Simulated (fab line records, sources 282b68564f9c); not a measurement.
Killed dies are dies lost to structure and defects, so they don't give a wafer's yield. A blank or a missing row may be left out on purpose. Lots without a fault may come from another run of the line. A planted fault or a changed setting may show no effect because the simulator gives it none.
Which tool did it? | flow rit_cmos | 14 lots, 42 wafers sampled, at 6 steps of a route of 202

WHAT THE GAUGES READ, wafer by wafer
RIT_ACTIVE_BOW_MEAS_00.
lot  | measured    | on            | INCOMING_BOW (um)
L851 | day 1 10:01 | film_metro-04 | 5 2 -6
L854 | day 2 01:00 | film_metro-02 | 5 4 -2
L855 | day 2 06:00 | film_metro-04 | -4 -3 11
L856 | day 2 11:02 | film_metro-04 | -9 5 4
L857 | day 2 16:01 | film_metro-04 | 4 -1 2
L864 | day 4 03:00 | film_metro-03 | 0 -1 -7
L865 | day 4 08:00 | film_metro-03 | -1 -1 -2
L866 | day 4 13:01 | film_metro-04 | 0 -5 6
L868 | day 4 23:00 | film_metro-04 | -7 16 -10
L870 | day 5 09:01 | film_metro-02 | -2 3 2
L871 | day 5 14:01 | film_metro-02 | 0 -4 4
L872 | day 5 19:00 | film_metro-03 | 2 4 4
L873 | day 6 00:01 | film_metro-03 | -8 -3 5
L874 | day 6 05:02 | film_metro-04 | 7 -9 5

RIT_ACTIVE_THK_MEAS_04.
lot  | measured    | on            | ACTIVE_NITRIDE_THK (nm)
L851 | day 1 13:32 | film_metro-02 | 148.0 146.9 147.6
L854 | day 2 04:32 | film_metro-04 | 148.5 149.7 148.3
L855 | day 2 09:32 | film_metro-03 | 149.1 148.2 148.0
L856 | day 2 14:33 | film_metro-03 | 120.6 122.2 120.7
L857 | day 2 19:32 | film_metro-03 | 122.1 123.9 122.7
L864 | day 4 07:15 | film_metro-03 | 150.3 148.1 147.4
L865 | day 4 12:14 | film_metro-02 | 149.6 149.8 149.8
L866 | day 4 17:15 | film_metro-04 | 150.6 151.6 150.7
L868 | day 5 03:31 | film_metro-04 | 152.1 150.0 149.5
L870 | day 5 13:03 | film_metro-04 | 148.9 149.2 149.6
L871 | day 5 17:40 | film_metro-04 | 150.1 149.3 148.2
L872 | day 5 22:41 | film_metro-02 | 150.4 148.5 149.2
L873 | day 6 03:32 | film_metro-03 | 149.9 150.1 151.0
L874 | day 6 08:33 | film_metro-03 | 149.4 150.1 149.1

RIT_CONTACT_CD_MEAS_08: target cd 1000 nm.
lot  | measured    | on        | cd_nm (nm)
L851 | day 3 06:53 | cd_sem-02 | 1001.5 999.8 1001.7
L854 | day 3 19:41 | cd_sem-02 | 1000.7 1000.0 1001.3
L855 | day 4 08:47 | cd_sem-02 | 996.3 994.7 998.1
L856 | day 4 09:16 | cd_sem-02 | 1001.5 1001.8 998.4
L857 | day 4 11:12 | cd_sem-02 | 998.2 1001.0 999.3
L864 | day 5 21:01 | cd_sem-02 | 1003.1 1001.3 1002.3
L865 | day 6 03:01 | cd_sem-02 | 997.5 997.4 998.8
L866 | day 6 09:45 | cd_sem-02 | 997.5 997.5 997.0
L868 | day 6 17:20 | cd_sem-02 | 997.4 999.6 999.5
L870 | day 7 05:25 | cd_sem-01 | 998.0 998.3 996.9
L871 | day 7 09:23 | cd_sem-02 | 1002.2 1004.3 1001.6
L872 | day 7 14:20 | cd_sem-01 | 997.8 997.9 998.5
L873 | day 7 19:52 | cd_sem-01 | 999.6 997.6 998.4
L874 | day 7 23:50 | cd_sem-01 | 1004.8 1000.6 1005.5

WHICH TOOL RAN EACH LOT (tool, then ch and the chambers of the sampled wafers, then the start)
lot  | RIT_ACTIVE_CVD_03          | RIT_ACTIVE_ETCH_13                | RIT_PLDD_STRIP_09
L851 | lpcvd-02 ch 0, day 1 12:07 | rie_diel-01 ch 0,2, day 1 14:43   | plasma_asher-04 ch 1, day 2 22:17
L854 | lpcvd-02 ch 0, day 2 03:07 | rie_diel-02 ch 0,2,3, day 2 05:51 | plasma_asher-04 ch 0,1, day 3 10:53
L855 | lpcvd-01 ch 1, day 2 08:07 | rie_diel-01 ch 1,3, day 2 10:50   | plasma_asher-03 ch 0,1, day 4 00:11
L856 | lpcvd-02 ch 1, day 2 13:07 | rie_diel-03 ch 1,2, day 2 15:43   | plasma_asher-04 ch 0,1, day 4 00:20
L857 | lpcvd-02 ch 1, day 2 18:07 | rie_diel-02 ch 1,3, day 2 20:53   | plasma_asher-03 ch 0,1, day 4 01:31
L864 | lpcvd-01 ch 1, day 4 05:08 | rie_diel-02 ch 0,1,2, day 4 08:47 | plasma_asher-04 ch 0,1, day 5 12:40
L865 | lpcvd-01 ch 0, day 4 10:07 | rie_diel-02 ch 0,2, day 4 13:32   | plasma_asher-04 ch 0,1, day 5 18:46
L866 | lpcvd-01 ch 1, day 4 15:07 | rie_diel-03 ch 0,2,3, day 4 18:25 | plasma_asher-04 ch 0,1, day 6 01:25
L868 | lpcvd-01 ch 0, day 5 02:05 | rie_diel-03 ch 1,2, day 5 04:49   | plasma_asher-02 ch 0,1, day 6 09:05
L870 | lpcvd-01 ch 1, day 5 11:37 | rie_diel-03 ch 0,1,2, day 5 14:13 | plasma_asher-03 ch 1, day 6 20:58
L871 | lpcvd-01 ch 1, day 5 16:15 | rie_diel-02 ch 0,2,3, day 5 18:55 | plasma_asher-02 ch 0, day 7 00:44
L872 | lpcvd-02 ch 1, day 5 21:16 | rie_diel-01 ch 0,1,3, day 6 00:05 | plasma_asher-04 ch 0,1, day 7 05:10
L873 | lpcvd-01 ch 1, day 6 02:07 | rie_diel-03 ch 1,2, day 6 04:56   | plasma_asher-04 ch 0,1, day 7 10:35
L874 | lpcvd-01 ch 1, day 6 07:07 | rie_diel-02 ch 0,2,3, day 6 09:51 | plasma_asher-03 ch 0,1, day 7 15:31
- RIT_ACTIVE_CVD_03: deposits Si3N4 from SiH2Cl2/NH3, target thk 150 nm, time 1500 s.
- RIT_ACTIVE_ETCH_13: etches Si3N4 in SF6, stops on SiO2, time 210 s, target depth 210 nm.
- RIT_PLDD_STRIP_09: strips in O2, time 180 s.

WHAT THE TOOLS THEMSELVES READ (means of the sampled wafers that have a number; where no wafer has one, the mark that the record gives instead)
RIT_ACTIVE_CVD_03.
lot  | tool     | pressure_mtorr (mTorr) | spike_tc_source_C (C)
L851 | lpcvd-02 | 299.6                  | 833.6
L854 | lpcvd-02 | 299.9                  | 832.8
L855 | lpcvd-01 | 300.2                  | 830.5
L856 | lpcvd-02 | 150.1                  | 831.1
L857 | lpcvd-02 | 149.4                  | 830.4
L864 | lpcvd-01 | 300.0                  | 831.1
L865 | lpcvd-01 | 299.7                  | 832.6
L866 | lpcvd-01 | 300.5                  | 831.5
L868 | lpcvd-01 | 299.8                  | 830.9
L870 | lpcvd-01 | 300.0                  | 831.5
L871 | lpcvd-01 | 299.2                  | 831.2
L872 | lpcvd-02 | 299.9                  | 830.3
L873 | lpcvd-01 | 299.5                  | 830.6
L874 | lpcvd-01 | 300.3                  | 831.5

RIT_ACTIVE_ETCH_13.
lot  | tool        | chamber_pressure_mTorr (mTorr) | drypump_motor_current_A (A) | oes_product_au (a.u.) | rf_fwd_power_W (W) | throttle_valve_pct (%)
L851 | rie_diel-01 | 260.21                         | 5.6                         | 0.810                 | 124.7              | 7.56
L854 | rie_diel-02 | 260.00                         | 5.3                         | 0.821                 | 124.3              | 7.58
L855 | rie_diel-01 | 259.86                         | 5.7                         | 0.805                 | 124.5              | 7.59
L856 | rie_diel-03 | 259.81                         | 5.2                         | 0.734                 | 124.5              | 7.45
L857 | rie_diel-02 | 260.15                         | 5.1                         | 0.735                 | 124.8              | 7.55
L864 | rie_diel-02 | 259.93                         | 5.1                         | 0.820                 | 124.9              | 7.47
L865 | rie_diel-02 | 260.29                         | 5.3                         | 0.832                 | 124.5              | 7.54
L866 | rie_diel-03 | 259.76                         | 5.5                         | 0.811                 | 124.3              | 7.56
L868 | rie_diel-03 | 260.25                         | 5.2                         | 0.819                 | 124.5              | 7.45
L870 | rie_diel-03 | 259.87                         | 5.2                         | 0.815                 | 124.5              | 7.47
L871 | rie_diel-02 | 260.01                         | 5.3                         | 0.819                 | 124.4              | 7.58
L872 | rie_diel-01 | 260.10                         | 5.7                         | 0.811                 | 124.7              | 7.49
L873 | rie_diel-03 | 260.25                         | 5.2                         | 0.819                 | 124.6              | 7.45
L874 | rie_diel-02 | 260.09                         | 5.3                         | 0.821                 | 124.9              | 7.58

RIT_PLDD_STRIP_09.
lot  | tool            | chamber_pressure_mTorr (mTorr) | drypump_motor_current_A (A)
L851 | plasma_asher-04 | 4000                           | 5.3
L854 | plasma_asher-04 | 3999                           | 5.8
L855 | plasma_asher-03 | 4002                           | 5.5
L856 | plasma_asher-04 | 4001                           | 5.8
L857 | plasma_asher-03 | 4001                           | 5.5
L864 | plasma_asher-04 | 3998                           | 5.8
L865 | plasma_asher-04 | 3999                           | 5.8
L866 | plasma_asher-04 | 4003                           | 5.6
L868 | plasma_asher-02 | 3999                           | 5.3
L870 | plasma_asher-03 | 4003                           | 5.5
L871 | plasma_asher-02 | 4001                           | 6.2
L872 | plasma_asher-04 | 3998                           | 5.8
L873 | plasma_asher-04 | 4001                           | 5.5
L874 | plasma_asher-03 | 3996                           | 5.5

THE ANSWER, worked out from the rows above alone
Rule: what is usual is taken from the lots themselves. Put in order of their means at a reading, lots are off if they are a third of the lots or fewer, leave a main group of 4 or more, and stand apart from it by a gap of 3 or more times the standard deviation of the main group's means; of several such gaps the widest counts. A main group whose means are all the same, to the digits that the tables above print for the reading, isn't used. A lot without any number at a reading at which 4 lots or more have one is off too. The other lots that the step has rows for count as sound. The gauges are gone through in route order, then the tools' own readings, and for those a lot's mean is taken as printed above. The first step at which some lot is off is used, and at that step the reading that is off furthest; a lot without a number counts as furthest.
Off: L856, L857, at RIT_ACTIVE_THK_MEAS_04 (ACTIVE_NITRIDE_THK). The main group: mean 149.4 nm, standard deviation 0.93.
A tool fits if, at a process step before that reading, it ran every lot that is off, and no sound lot after the first of them. The gauges at RIT_ACTIVE_THK_MEAS_04 aren't tried: what is off there is off at RIT_ACTIVE_CVD_03 too, on other tools, and a gauge's error can't cause that. None of those tried fits.

WHAT THE SIMULATOR HAD PUT IN
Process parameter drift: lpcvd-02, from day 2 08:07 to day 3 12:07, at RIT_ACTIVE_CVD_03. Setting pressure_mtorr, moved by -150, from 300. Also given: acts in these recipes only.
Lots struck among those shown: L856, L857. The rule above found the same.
